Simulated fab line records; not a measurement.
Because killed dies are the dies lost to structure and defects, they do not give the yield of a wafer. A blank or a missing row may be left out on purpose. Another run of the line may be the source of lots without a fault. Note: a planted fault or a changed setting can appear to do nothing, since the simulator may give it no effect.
Which of the tools did it? | flow berkeley_cmos170 | 15 lots with 45 wafers sampled at 5 steps, on a route of 331 steps

== WHAT THE GAUGES SHOWED, per wafer ==
UCB170_PWELL_OVL_MEAS_13. Usual: PWELL_OVL gives -6 nm (standard deviation 5.7).
lot  | measured    | on         | PWELL_OVL (nm) | flag
L830 | day 3 00:41 | overlay-01 | -11 -4 -17     |
L831 | day 3 01:07 | overlay-01 | -3 -8 -7       |
L833 | day 3 17:50 | overlay-02 | 1 -1 -4        |
L834 | day 3 18:05 | overlay-01 | -11 -15 -9     |
L835 | day 4 06:51 | overlay-01 | -5 -3 -9       |
L836 | day 4 07:08 | overlay-01 | 3 -3 -11       |
L839 | day 5 03:53 | overlay-02 | 3 0 3          |
L841 | day 5 07:30 | overlay-02 | 0 -2 -2        |
L840 | day 5 07:44 | overlay-02 | -6 -16 -5      |
L842 | day 5 18:37 | overlay-02 | -7 0 -7        |
L843 | day 6 02:39 | overlay-01 | -10 -6 -14     |
L844 | day 6 02:56 | overlay-02 | 3 0 -1         |
L846 | day 6 13:44 | overlay-01 | -10 -10 -1     |
L847 | day 6 20:14 | overlay-02 | -14 -5 -7      |
L853 | day 7 21:56 | overlay-01 | -3 -4 -7       |

UCB170_GATE_OVL_MEAS_13. Usual: GATE_OVL gives -6 nm (standard deviation 5.8).
lot  | measured     | on         | GATE_OVL (nm) | flag
L830 | day 6 04:47  | overlay-02 | -5 -4 -11     |
L831 | day 6 04:25  | overlay-01 | 2 -2 -5       |
L833 | day 7 02:52  | overlay-02 | -3 -6 -2      |
L834 | day 7 03:06  | overlay-01 | 0 -11 -2      |
L835 | day 7 17:27  | overlay-02 | -7 -4 1       |
L836 | day 7 17:59  | overlay-02 | -9 -11 -10    |
L839 | day 8 08:12  | overlay-02 | 6 6 14        |
L841 | day 8 07:50  | overlay-02 | -6 -3 -11     |
L840 | day 8 08:05  | overlay-01 | 4 -6 3        |
L842 | day 8 23:11  | overlay-02 | -11 -7 -2     |
L843 | day 9 08:32  | overlay-01 | -12 -11 -12   |
L844 | day 9 09:04  | overlay-01 | -16 -12 -21   |
L846 | day 9 08:48  | overlay-02 | -3 -3 0       |
L847 | day 9 16:19  | overlay-01 | -12 -8 -17    |
L853 | day 10 10:22 | overlay-01 | -11 -4 2      |

UCB170_NLDD_CD_MEAS_06: target cd 1200 nm. Usual: 1200.1 nm for cd_nm, sd 1.4.
lot  | measured     | on        | cd_nm (nm)           | flag
L830 | day 6 08:31  | cd_sem-01 | 1201.6 1202.2 1203.0 |
L831 | day 6 07:44  | cd_sem-01 | 1200.9 1200.9 1202.5 |
L833 | day 7 06:48  | cd_sem-01 | 1197.6 1198.3 1199.1 |
L834 | day 7 07:07  | cd_sem-01 | 1199.6 1200.5 1199.5 |
L835 | day 7 22:01  | cd_sem-02 | 1200.0 1200.8 1199.7 |
L836 | day 7 22:13  | cd_sem-02 | 1200.1 1201.9 1198.5 |
L839 | day 8 12:34  | cd_sem-01 | 1198.6 1199.0 1198.3 |
L841 | day 8 12:01  | cd_sem-01 | 1200.3 1201.1 1199.9 |
L840 | day 8 12:17  | cd_sem-01 | 1200.7 1200.8 1199.9 |
L842 | day 9 03:25  | cd_sem-02 | 1201.2 1201.0 1201.6 |
L843 | day 9 14:58  | cd_sem-02 | - - -                | OFF
L844 | day 9 15:37  | cd_sem-02 | - - -                | OFF
L846 | day 9 15:14  | cd_sem-01 | - - -                | OFF
L847 | day 9 21:17  | cd_sem-01 | 1201.3 1199.3 1200.8 |
L853 | day 10 15:28 | cd_sem-01 | 1201.2 1200.2 1199.5 |

UCB170_NSD_TW_MEAS_10. Usual: NSD_TW gives 4203 (standard deviation 19).
lot  | measured     | on            | NSD_TW         | flag
L830 | day 6 18:11  | film_metro-01 | 4203 4185 4203 |
L831 | day 6 17:55  | film_metro-01 | 4181 4179 4161 |
L833 | day 7 16:28  | film_metro-01 | 4208 4208 4215 |
L834 | day 7 17:01  | film_metro-02 | 4224 4214 4225 |
L835 | day 8 05:40  | film_metro-01 | 4191 4199 4168 |
L836 | day 8 05:56  | film_metro-01 | 4181 4191 4191 |
L839 | day 8 21:31  | film_metro-02 | 4228 4204 4189 |
L841 | day 8 20:08  | film_metro-04 | 4213 4233 4198 |
L840 | day 8 20:24  | film_metro-04 | 4225 4242 4216 |
L842 | day 9 13:28  | film_metro-04 | 4220 4207 4207 |
L843 | day 10 00:25 | film_metro-01 | 4217 4215 4193 |
L844 | day 10 00:05 | film_metro-02 | 4212 4233 4208 |
L846 | day 10 00:41 | film_metro-02 | 4233 4220 4223 |
L847 | day 10 04:27 | film_metro-01 | 4202 4194 4182 |
L853 | day 11 01:37 | film_metro-01 | 4170 4198 4178 |

== EACH LOT AND THE TOOL THAT RAN IT (in order: tool; ch and the chambers of the sampled wafers; start) ==
lot  | UCB170_NLDD_COAT_01
L830 | litho_track-03 ch 0, day 6 07:41
L831 | litho_track-03 ch 0, day 6 06:53
L833 | litho_track-04 ch 0, day 7 05:47
L834 | litho_track-01 ch 0, day 7 06:25
L835 | litho_track-04 ch 0, day 7 21:04
L836 | litho_track-04 ch 0, day 7 21:31
L839 | litho_track-01 ch 0, day 8 11:23
L841 | litho_track-04 ch 0, day 8 10:55
L840 | litho_track-03 ch 0, day 8 11:10
L842 | litho_track-03 ch 0, day 9 01:56
L843 | litho_track-01, day 9 14:13
L844 | litho_track-01, day 9 14:49
L846 | litho_track-04, day 9 14:23
L847 | litho_track-03 ch 0, day 9 19:47
L853 | litho_track-03 ch 0, day 10 14:37
- UCB170_NLDD_COAT_01: resist thk 900 nm.

== AS READ BY THE TOOLS THEMSELVES (means over the sampled wafers that have a number; for cases with no such wafer, the mark the record gives instead) ==
UCB170_NLDD_COAT_01. Usual: chill_plate_temp_C 22.98 C, standard deviation 0.12; dispense_pressure_kPa 52 kPa, standard deviation 3.3.
lot  | tool           | chill_plate_temp_C (C) | dispense_pressure_kPa (kPa) | flag
L830 | litho_track-03 | 22.86                  | 52                          |
L831 | litho_track-03 | 23.01                  | 52                          |
L833 | litho_track-04 | 23.04                  | 56                          |
L834 | litho_track-01 | 22.97                  | 46                          |
L835 | litho_track-04 | 22.99                  | 56                          |
L836 | litho_track-04 | 22.85                  | 56                          |
L839 | litho_track-01 | 22.83                  | 46                          |
L841 | litho_track-04 | 23.00                  | 56                          |
L840 | litho_track-03 | 23.07                  | 52                          |
L842 | litho_track-03 | 22.79                  | 52                          |
L843 | litho_track-01 | -                      | -                           | OFF
L844 | litho_track-01 | -                      | -                           | OFF
L846 | litho_track-04 | -                      | -                           | OFF
L847 | litho_track-03 | 22.99                  | 52                          |
L853 | litho_track-03 | 22.91                  | 52                          |

== THE ANSWER, worked out from the rows above alone ==
Rule: a lot counts as off when the mean over its wafers that have a number is more than 3 standard deviations away from the usual mean. Also off: a lot with no number at a reading for which 4 or more lots have one. Where the step has rows for the other lots, those lots are counted as sound. Order of review: gauges by route order, followed by the tools' own readings, for which a lot's mean as printed above is used. The first step at which some lot is off is used, and at that step the reading that is off furthest; a lot without a number counts as furthest.
Off: L843, L844, L846, at UCB170_NLDD_CD_MEAS_06 (cd_nm). Without a number there: L843, L844, L846.
If a tool, at a process step before that reading, ran all the lots that are off and no sound lot after the first of them, it fits. Not tried: the gauges at UCB170_NLDD_CD_MEAS_06; whatever is off there is also off at UCB170_NLDD_COAT_01, on other tools, and gauge error can't account for it. Not one of the candidates tried fits.

== WHAT THE SIMULATOR PUT IN ==
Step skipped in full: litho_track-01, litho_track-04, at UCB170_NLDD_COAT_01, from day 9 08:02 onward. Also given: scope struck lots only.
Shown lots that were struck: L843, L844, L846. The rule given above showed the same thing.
